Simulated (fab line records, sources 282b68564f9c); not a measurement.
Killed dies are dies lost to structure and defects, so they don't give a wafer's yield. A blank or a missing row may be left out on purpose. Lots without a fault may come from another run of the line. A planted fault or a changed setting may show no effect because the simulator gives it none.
Which tool did it? | flow rit_cmos | 15 lots, 45 wafers sampled, at 3 steps of a route of 202

WHAT THE GAUGES READ, wafer by wafer
RIT_GATE_THK_MEAS_07. Usual: GATE_OXIDE_THK 2.98 nm, standard deviation 0.061.
lot  | measured    | on            | GATE_OXIDE_THK (nm) | flag
L481 | day 2 11:55 | film_metro-01 | 3.00 2.89 2.92      |
L482 | day 2 19:13 | film_metro-01 | 3.00 2.99 2.95      |
L484 | day 3 02:59 | film_metro-02 | 2.96 2.99 2.98      |
L485 | day 3 07:28 | film_metro-01 | 2.91 3.02 2.96      |
L486 | day 3 15:53 | film_metro-01 | 2.91 2.99 2.96      |
L487 | day 3 17:54 | film_metro-01 | 3.06 3.00 3.04      |
L488 | day 4 05:20 | film_metro-02 | 2.98 2.99 2.98      |
L489 | day 4 09:52 | film_metro-01 | 2.94 2.85 3.00      |
L492 | day 5 05:05 | film_metro-02 | 2.94 2.94 2.96      |
L494 | day 6 02:24 | film_metro-02 | 3.08 3.06 3.03      |
L498 | day 6 08:31 | film_metro-01 | 3.07 3.07 3.00      |
L501 | day 7 03:04 | film_metro-02 | 2.96 2.97 2.99      |
L502 | day 7 03:04 | film_metro-03 | 3.07 3.03 3.11      |
L500 | day 7 03:09 | film_metro-02 | 2.89 2.89 2.92      |
L503 | day 7 09:41 | film_metro-01 | 3.03 2.98 3.00      |

RIT_SPACER_THK_MEAS_04. Usual: SPACER_NITRIDE_THK 251.2 nm, standard deviation 2.7.
lot  | measured    | on            | SPACER_NITRIDE_THK (nm)             | flag
L481 | day 3 00:17 | film_metro-02 | 250.6 249.3 248.0                   |
L482 | day 3 07:25 | film_metro-02 | 251.4 250.9 249.5                   |
L484 | day 3 15:50 | film_metro-02 | 254.2 254.6 257.1                   |
L485 | day 3 20:17 | film_metro-03 | 252.5 249.2 251.2                   |
L486 | day 4 03:26 | film_metro-04 | 251.8 253.0 253.8                   |
L487 | day 4 07:10 | film_metro-02 | 247.7 249.0 247.9                   |
L488 | day 4 17:44 | film_metro-04 | 251.9 251.4 250.1                   |
L489 | day 5 01:53 | film_metro-04 | 502.2 499.5 497.5 502.2 499.2 497.6 | OFF
L492 | day 5 21:23 | film_metro-02 | 502.5 501.4 504.1 501.8 501.3 503.9 | OFF
L494 | day 6 14:22 | film_metro-03 | 248.5 246.5 247.8                   |
L498 | day 7 01:03 | film_metro-02 | 507.5 509.6 509.2 507.3 509.9 509.5 | OFF
L501 | day 7 16:28 | film_metro-04 | 248.2 249.2 247.5                   |
L502 | day 7 18:05 | film_metro-04 | 246.3 247.9 245.4                   |
L500 | day 7 16:11 | film_metro-03 | 246.4 248.9 248.1                   |
L503 | day 8 00:26 | film_metro-03 | 250.7 252.5 251.2                   |

WHICH TOOL RAN EACH LOT (tool, then ch and the chambers of the sampled wafers, then the start)
lot  | RIT_SPACER_CVD_03
L481 | lpcvd-01 ch 1, day 2 22:22
L482 | lpcvd-01 ch 1, day 3 05:30
L484 | lpcvd-01 ch 1, day 3 13:54
L485 | lpcvd-01 ch 1, day 3 18:22
L486 | lpcvd-01 ch 1, day 4 01:30
L487 | lpcvd-01 ch 1, day 4 05:14
L488 | lpcvd-01 ch 0, day 4 15:49
L489 | lpcvd-02 ch 0, day 4 21:53 and lpcvd-01 ch 0, day 4 23:58
L492 | lpcvd-01 ch 1, day 5 17:23
L494 | lpcvd-01 ch 0, day 6 12:25
L498 | lpcvd-02 ch 1, day 6 21:03
L501 | lpcvd-02 ch 1, day 7 14:32
L502 | lpcvd-01 ch 0, day 7 16:10
L500 | lpcvd-01 ch 1, day 7 14:14
L503 | lpcvd-02 ch 0, day 7 22:29
- RIT_SPACER_CVD_03: deposits Si3N4 from SiH2Cl2/NH3, target thk 250 nm, time 3300 s.

WHAT THE TOOLS THEMSELVES READ (means of the sampled wafers that have a number; where no wafer has one, the mark that the record gives instead)
RIT_SPACER_CVD_03. Usual: nh3_flow_sccm 149.9 sccm, standard deviation 0.43.
lot  | tool              | nh3_flow_sccm (sccm) | flag
L481 | lpcvd-01          | 149.7                |
L482 | lpcvd-01          | 149.9                |
L484 | lpcvd-01          | 149.8                |
L485 | lpcvd-01          | 149.1                |
L486 | lpcvd-01          | 149.8                |
L487 | lpcvd-01          | 149.5                |
L488 | lpcvd-01          | 150.1                |
L489 | lpcvd-02/lpcvd-01 | 150.6                |
L492 | lpcvd-01          | 149.7                |
L494 | lpcvd-01          | 149.3                |
L498 | lpcvd-02          | 150.2                |
L501 | lpcvd-02          | 150.4                |
L502 | lpcvd-01          | 150.3                |
L500 | lpcvd-01          | 150.1                |
L503 | lpcvd-02          | 150.1                |

THE ANSWER, worked out from the rows above alone
Rule: a lot is off if the mean of its wafers that have a number lies more than 3 standard deviations from the usual mean. A lot without any number at a reading at which 4 lots or more have one is off too. The other lots that the step has rows for count as sound. The gauges are gone through in route order, then the tools' own readings, and for those a lot's mean is taken as printed above. The first step at which some lot is off is used, and at that step the reading that is off furthest; a lot without a number counts as furthest.
Off: L489, L492, L498, at RIT_SPACER_THK_MEAS_04 (SPACER_NITRIDE_THK).
A tool fits if, at a process step before that reading, it ran every lot that is off, and no sound lot after the first of them. The gauges at RIT_SPACER_THK_MEAS_04 are tried like those tools. None of those tried fits.

WHAT THE SIMULATOR HAD PUT IN
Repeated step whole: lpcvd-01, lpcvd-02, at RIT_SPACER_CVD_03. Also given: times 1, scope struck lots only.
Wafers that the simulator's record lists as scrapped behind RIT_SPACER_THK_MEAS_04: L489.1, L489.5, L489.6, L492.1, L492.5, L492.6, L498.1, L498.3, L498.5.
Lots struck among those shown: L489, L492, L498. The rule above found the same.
